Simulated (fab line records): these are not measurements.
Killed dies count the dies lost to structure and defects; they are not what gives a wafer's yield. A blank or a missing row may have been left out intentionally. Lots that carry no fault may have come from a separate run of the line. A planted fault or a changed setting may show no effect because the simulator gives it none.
What tool caused it? + flow ritCmos + 7 lots, 21 wafers sampled, at 2 steps of a route of 202

## WHAT THE GAUGES SHOWED, per wafer
RIT_SILICIDE_RS_MEAS_02: measures by four-point-probe.
| lot  | measured    | on           | SILICIDE_TI_RS (ohm/sq) |
|------|-------------|--------------|-------------------------|
| L227 | day 3 08:28 | filmMetro-04 | 47.6 47.5 47.9          |
| L229 | day 3 21:26 | filmMetro-04 | 47.6 47.8 47.6          |
| L231 | day 4 04:20 | filmMetro-01 | 47.2 47.5 47.6          |
| L237 | day 5 08:56 | filmMetro-03 | 53.6 53.5 52.9          |
| L239 | day 5 21:05 | filmMetro-04 | 53.8 53.0 53.1          |
| L243 | day 6 15:10 | filmMetro-04 | 47.7 47.9 47.6          |
| L247 | day 7 11:32 | filmMetro-01 | 46.3 47.2 47.1          |

## WHAT TOOL EACH LOT RAN ON (gives the tool, then ch and the chambers of the sampled wafers, and finally the start)
| lot  | RIT_SILICIDE_SPUTTER_01    |
|------|----------------------------|
| L227 | pvdSputter-04, day 3 08:17 |
| L229 | pvdSputter-04, day 3 21:17 |
| L231 | pvdSputter-04, day 4 04:10 |
| L237 | pvdSputter-04, day 5 08:47 |
| L239 | pvdSputter-04, day 5 20:55 |
| L243 | pvdSputter-01, day 6 15:01 |
| L247 | pvdSputter-01, day 7 11:23 |
- RIT_SILICIDE_SPUTTER_01: material Ti, target thk 30 nm, time 240 s.

## THE ANSWER, worked out from the rows above alone
Rule: the usual values come from the lots themselves. The widest of any qualifying gaps counts: lots, ordered by their means at a reading, are off when they make up no more than a third of the lots, leave a main group of 4 or more, and stand apart from it by 3 or more times the standard deviation of that group's means. The tables above print the reading to a certain number of digits; a main group whose means all agree to those digits is not used. A lot without any number at a reading at which 4 lots or more have one is off too. All remaining lots with rows at the step are treated as sound.
Off: L237, L239, seen at RIT_SILICIDE_RS_MEAS_02 (SILICIDE_TI_RS). Mean 47.5 ohm/sq and standard deviation 0.32 in the main group.
A tool fits if, at a process step before that reading, it ran every lot that is off, and no sound lot after the first of them. Gauges at RIT_SILICIDE_RS_MEAS_02: tried the same way as those tools. One fits: RIT_SILICIDE_SPUTTER_01 on pvdSputter-04. A fault onset in the window from L231 (day 4 04:10, its last sound lot) to L237 (day 5 08:47, its first lot off) fits.

## WHAT THE SIMULATOR HAD INSERTED
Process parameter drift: pvdSputter-04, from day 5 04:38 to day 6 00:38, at RIT_SILICIDE_SPUTTER_01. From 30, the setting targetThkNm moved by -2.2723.
Lots struck among those shown: L237, L239. The rule above found the same.
